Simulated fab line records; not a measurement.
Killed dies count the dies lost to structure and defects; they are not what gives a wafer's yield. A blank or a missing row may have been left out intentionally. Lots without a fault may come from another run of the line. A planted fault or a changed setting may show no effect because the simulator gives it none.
Which of the tools did it? -- flow berkeley-cmos170 -- 45 wafers from 15 lots sampled at 3 of the route's 331 steps

WHAT THE GAUGES SHOWED, per wafer
UCB170_CONTACT_OVL_MEAS_16. Usual: CONTACT_OVL gives 1 nm (standard deviation 6).
lot,measured,on,CONTACT_OVL (nm),flag
L638,day 6 22:28,overlay-02,0 -3 -1,
L637,day 6 23:40,overlay-02,-6 -6 -4,
L639,day 7 01:07,overlay-02,-7 -8 -2,
L640,day 7 01:52,overlay-01,9 14 12,
L643,day 7 14:18,overlay-01,-2 10 0,
L641,day 7 14:30,overlay-02,-9 0 -10,
L644,day 8 01:44,overlay-01,2 -2 0,
L646,day 8 10:32,overlay-02,1 -1 0,
L648,day 8 20:14,overlay-01,-4 -6 -9,
L649,day 9 07:08,overlay-02,-4 -10 -4,
L654,day 10 03:26,overlay-02,-2 0 3,
L655,day 10 14:46,overlay-02,2 0 5,
L656,day 11 00:32,overlay-01,-4 3 2,
L657,day 11 00:47,overlay-02,3 5 2,
L660,day 11 23:06,overlay-02,14 7 9,

UCB170_V1_CD_MEAS_90: target cd 700 nm. Usual: cd-nm at 700.3 nm, with a standard deviation of 1.7.
lot,measured,on,cd-nm (nm),flag
L638,day 7 10:24,cd-sem-01,699.4 699.0 697.6,
L637,day 7 10:55,cd-sem-01,698.8 699.7 699.6,
L639,day 7 10:38,cd-sem-01,700.6 699.7 701.3,
L640,day 7 11:11,cd-sem-02,700.6 698.5 699.9,
L643,day 8 01:14,cd-sem-02,702.1 702.3 702.5,
L641,day 8 01:41,cd-sem-02,698.4 697.5 698.7,
L644,day 8 11:38,cd-sem-02,698.8 701.8 699.5,
L646,day 8 19:21,cd-sem-01,700.1 698.4 701.8,
L648,day 9 06:25,cd-sem-02,700.1 697.8 699.8,
L649,day 9 17:42,cd-sem-02,697.2 698.0 698.4,
L654,day 10 13:10,cd-sem-02,702.2 701.8 700.4,
L655,day 11 00:48,cd-sem-02,700.5 702.0 700.4,
L656,day 11 11:11,cd-sem-01,699.8 700.5 700.6,
L657,day 11 11:10,cd-sem-02,700.1 698.0 699.5,
L660,day 12 09:35,cd-sem-01,699.2 701.4 699.9,

EACH LOT AND THE TOOL THAT RAN IT (in order: tool; ch and the chambers of the sampled wafers; start)
lot,UCB170_M1_STRIP_13
L638,"plasma-asher-03 ch 0,1, day 7 00:41"
L637,"plasma-asher-03 ch 0,1, day 7 01:50"
L639,"plasma-asher-01 ch 0,1, day 7 04:37"
L640,"plasma-asher-02 ch 0,1, day 7 05:29"
L643,"plasma-asher-02 ch 0,1, day 7 16:50"
L641,"plasma-asher-01 ch 0,1, day 7 17:07"
L644,"plasma-asher-03 ch 0,1, day 8 04:05"
L646,"plasma-asher-03 ch 0,1, day 8 12:32"
L648,"plasma-asher-01 ch 0,1, day 8 22:25"
L649,"plasma-asher-02 ch 0,1, day 9 09:36"
L654,"plasma-asher-01 ch 0,1, day 10 05:36"
L655,"plasma-asher-03 ch 0,1, day 10 17:19"
L656,"plasma-asher-02 ch 1, day 11 02:44"
L657,"plasma-asher-03 ch 0,1, day 11 03:00"
L660,"plasma-asher-02 ch 0, day 12 02:27"
- UCB170_M1_STRIP_13: strips in O2.

AS READ BY THE TOOLS THEMSELVES (means over the sampled wafers that have a number; for cases with no such wafer, the mark the record gives instead)
UCB170_M1_STRIP_13. Usual: chamber-pressure-mTorr 3500 mTorr, standard deviation 3.1; drypump-motor-current-A 5.55 A, standard deviation 0.18; oes-product-au 0.720 a.u., standard deviation 0.0046.
lot,tool,chamber-pressure-mTorr (mTorr),drypump-motor-current-A (A),oes-product-au (a.u.),flag
L638,plasma-asher-03,3499,5.56,0.726,
L637,plasma-asher-03,3499,5.58,0.720,
L639,plasma-asher-01,3501,5.64,0.718,
L640,plasma-asher-02,3502,5.36,0.720,
L643,plasma-asher-02,3499,5.54,0.717,
L641,plasma-asher-01,3497,5.61,0.717,
L644,plasma-asher-03,3500,5.58,0.719,
L646,plasma-asher-03,3500,5.60,0.721,
L648,plasma-asher-01,3499,5.66,0.721,
L649,plasma-asher-02,3498,5.53,0.722,
L654,plasma-asher-01,3496,5.62,0.719,
L655,plasma-asher-03,3502,5.57,0.725,
L656,plasma-asher-02,3497,5.17,0.717,
L657,plasma-asher-03,3502,5.59,0.716,
L660,plasma-asher-02,3499,5.69,0.717,

THE ANSWER, worked out from the rows above alone
Rule: take the mean of a lot's wafers that have a number; if it is more than 3 standard deviations from the usual mean, the lot is off. A lot without any number at a reading at which 4 lots or more have one is off too. Any other lot the step has rows for is counted as sound. First the gauges in route order, then the tools' own readings, where a lot's mean is used as printed above. At the first step where some lot is off, the reading lying furthest off is the one used; lots without a number count as furthest.
None of the lots is off at any reading shown; this tells nothing.

WHAT HAD BEEN PUT IN BY THE SIMULATOR
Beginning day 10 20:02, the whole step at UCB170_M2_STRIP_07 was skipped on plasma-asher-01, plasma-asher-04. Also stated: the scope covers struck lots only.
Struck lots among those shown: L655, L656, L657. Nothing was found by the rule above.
